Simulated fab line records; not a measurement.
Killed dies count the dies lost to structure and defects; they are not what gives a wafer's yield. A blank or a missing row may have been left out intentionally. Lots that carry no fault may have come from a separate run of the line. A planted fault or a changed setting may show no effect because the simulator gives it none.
Check for tools in common | flow rit_cmos | Sample size 14 lots and 42 wafers

WHY THIS WAS OPENED
Of 14 lots, 2 have the reading NSD_TW flagged at RIT_NSD_TW_MEAS_10. No-fault wafers: 3084, standard deviation 21.
Rule: a lot gets a flag if all its wafers with a number sit over 4 standard deviations from that mean, or if no wafer of it has a number. The other lots count as sound.

lot  | measured    | on            | NSD_TW, wafer by wafer | flag
L319 | day 3 10:16 | film_metro-03 | 3073 3072 3074         |
L321 | day 3 20:57 | film_metro-03 | 3087 3064 3078         |
L322 | day 4 01:43 | film_metro-01 | 3075 3086 3061         |
L323 | day 4 04:38 | film_metro-03 | 3102 3114 3104         |
L324 | day 4 11:10 | film_metro-03 | 3102 3101 3105         |
L325 | day 4 16:18 | film_metro-02 | 3056 3067 3059         |
L326 | day 4 20:59 | film_metro-02 | 3049 3033 3072         |
L328 | day 5 06:18 | film_metro-03 | 3084 3098 3079         |
L334 | day 6 13:00 | film_metro-03 | 30 30 30               | FLAGGED
L335 | day 6 19:32 | film_metro-02 | 30 30 30               | FLAGGED
L337 | day 7 09:31 | film_metro-03 | 3105 3124 3113         |
L338 | day 7 12:06 | film_metro-03 | 3127 3107 3099         |
L339 | day 7 14:40 | film_metro-01 | 3062 3051 3067         |
L340 | day 7 21:10 | film_metro-02 | 3067 3056 3046         |
Flagged lots average 30: -3054 relative to the usual, that is -99 or more standard deviations.

LOT BY LOT: THE TOOL USED
The record holds 1 process step before the reading, out of a route of 202 steps. Each cell gives the tool, then ch followed by the chambers the sampled wafers passed through, then the start.
lot  | flag    | RIT_NSD_IMPLANT_08
L319 |         | implanter-03 ch 0, day 3 09:56
L321 |         | implanter-03 ch 0, day 3 20:38
L322 |         | implanter-01 ch 0, day 4 01:26
L323 |         | implanter-01 ch 0, day 4 04:19
L324 |         | implanter-01 ch 0, day 4 10:52
L325 |         | implanter-01 ch 0, day 4 15:59
L326 |         | implanter-03 ch 0, day 4 20:40
L328 |         | implanter-01 ch 0, day 5 05:59
L334 | FLAGGED | implanter-03, day 6 12:41
L335 | FLAGGED | implanter-04, day 6 19:13
L337 |         | implanter-01 ch 0, day 7 09:13
L338 |         | implanter-03 ch 0, day 7 11:47
L339 |         | implanter-04 ch 0, day 7 14:21
L340 |         | implanter-03 ch 0, day 7 20:52
What is done by these steps:
- RIT_NSD_IMPLANT_08
- RIT_NSD_TW_MEAS_10

FLAGGED OVER TOTAL, TOOL BY TOOL (the gauges that took the reading come last)
step               | tool          | lots run | flagged | share of the flagged lots | sound lots run after its first flagged lot
RIT_NSD_IMPLANT_08 | implanter-01  | 6        | 0       | none                      | -
RIT_NSD_IMPLANT_08 | implanter-03  | 6        | 1       | some                      | 2 (L338,L340)
RIT_NSD_IMPLANT_08 | implanter-04  | 2        | 1       | some                      | 1 (L339)
RIT_NSD_TW_MEAS_10 | film_metro-01 | 2        | 0       | none                      | -
RIT_NSD_TW_MEAS_10 | film_metro-02 | 4        | 1       | some                      | 1 (L340)
RIT_NSD_TW_MEAS_10 | film_metro-03 | 8        | 1       | some                      | 2 (L337,L338)

WHAT IS ALLOWED BY THE TABLE
No row of the table ran every flagged lot.

WHAT THE SIMULATOR HAD INSERTED
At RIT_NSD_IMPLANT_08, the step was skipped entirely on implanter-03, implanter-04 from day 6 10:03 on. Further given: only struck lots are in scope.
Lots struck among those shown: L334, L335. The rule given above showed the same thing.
